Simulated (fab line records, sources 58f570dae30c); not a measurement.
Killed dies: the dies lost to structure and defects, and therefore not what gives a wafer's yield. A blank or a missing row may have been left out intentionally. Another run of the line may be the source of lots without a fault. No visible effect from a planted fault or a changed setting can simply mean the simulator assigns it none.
A lot that was struck, set against a sound lot :: flow berkeleyCmos170 :: 14 out of 331 route steps
Sound: the wafers L518.1, L518.2, L518.4. Struck: wafers L531.3, L531.4, L531.5. The cause comes at the end.
At each step with rows: each side's tool, then ch and its chambers, then its first start. Under that, the readings that differ: sound wafers :: struck wafers :: difference of the means :: sigmas: that difference in standard deviations of wafers without a fault.
alike: same words and numbers on both sides, and readings whose means sit less than 2 such deviations apart. not compared: any withheld reading, any reading some wafer has no value for, any bound like >300 that may hide the same value, and any number with overlapping values for which the record gives no deviation.
A row with sigmas, a row that says differs or no value, or rows on one side alone: a step with any of these is where the two part. When numbers do not overlap yet have no deviation, they are printed without sigmas and do not part them. Lack of a reading on every wafer of one side parts them only where that side has two or more wafers.

first, 3 steps without rows for these wafers: UCB170_M1_EXPOSE_06 (exposes mask METAL1, target cd 700 nm); UCB170_M1_PEB_07; UCB170_M1_DEVELOP_08 (develop time 45 s).
UCB170_M1_CD_MEAS_09: the cd target is 700 nm.
  sound on cdSem-02 at day 8 05:09; struck on cdSem-02 at day 11 04:20
  alike: cdNm
UCB170_M1_OVL_MEAS_10:
  sound on overlay-02 at day 8 05:16; struck on overlay-01 at day 11 04:26
  alike: M1_OVL
UCB170_M1_ETCH_11: etches BARC in N2/H2.
  sound on rieDiel-04 ch 0,1,2, day 8 05:19; struck on rieDiel-01 ch 2,3, day 11 04:27
  alike: drypumpMotorCurrentA, oesProductAu, throttleValvePct
UCB170_M1_METAL_ETCH_12: etches Al in Cl2/BCl3, stops on PSG, target depth 780 nm, time 130 s.
  sound on rieMetal-03 ch 0,1, day 8 05:21; struck on rieMetal-03 ch 0,1, day 11 04:32
  alike: drypumpMotorCurrentA, oesProductAu, throttleValvePct
  not compared: rfHoursCounterH
UCB170_M1_STRIP_13: strips in O2.
  sound on plasmaAsher-03 ch 0,1, day 8 05:29; struck on plasmaAsher-04 ch 0,1, day 11 04:40
  alike: drypumpMotorCurrentA, oesProductAu
  not compared: rfHoursCounterH
UCB170_M1_CD_MEAS_90: the cd target is 700 nm.
  sound on cdSem-02 at day 8 05:41; struck on cdSem-01 at day 11 04:46
  alike: cdNm
then, 1 step without rows for these wafers: UCB170_M1_ANNEAL_14 (time 1223 s).
UCB170_V1_CVD_00: deposits SiO2 from TEOS/O2, target thk 2000 nm, time 250 s.
  sound on pecvd-01 ch 1,2, day 8 07:31; struck on pecvd-03 ch 0,1, day 11 06:11
  alike: heaterPowerW
UCB170_V1_THK_MEAS_01:
  sound on filmMetro-03 at day 8 07:40; struck on filmMetro-04 at day 11 06:22
  alike: V1_TEOS_THK
UCB170_V1_CMP_02: polishes SiO2.
  sound on cmp-01 ch 0,1,3, day 8 07:43; struck on cmp-02 ch 0,2,3, day 11 06:30
reading: platenRpm (rpm)
sound: 60.03 59.91 60.06
struck: 65.93 65.95 66.06
difference: +5.98
sigmas: +99 or more
  alike: headPressurePsi, motorCurrentA
UCB170_V1_BOW_MEAS_03:
  sound on filmMetro-01 at day 8 08:01; struck on filmMetro-03 at day 11 06:44
  alike: V1_BOW

== WHERE THEY PART ==
UCB170_V1_CMP_02 only, going by this record. Later steps at which nothing parts them and some readings are alike: UCB170_V1_BOW_MEAS_03.

WHY: the cause the simulator had injected
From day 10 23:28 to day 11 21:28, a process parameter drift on cmp-02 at UCB170_V1_CMP_02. Setting platenRpm shifted by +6 from 60. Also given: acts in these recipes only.
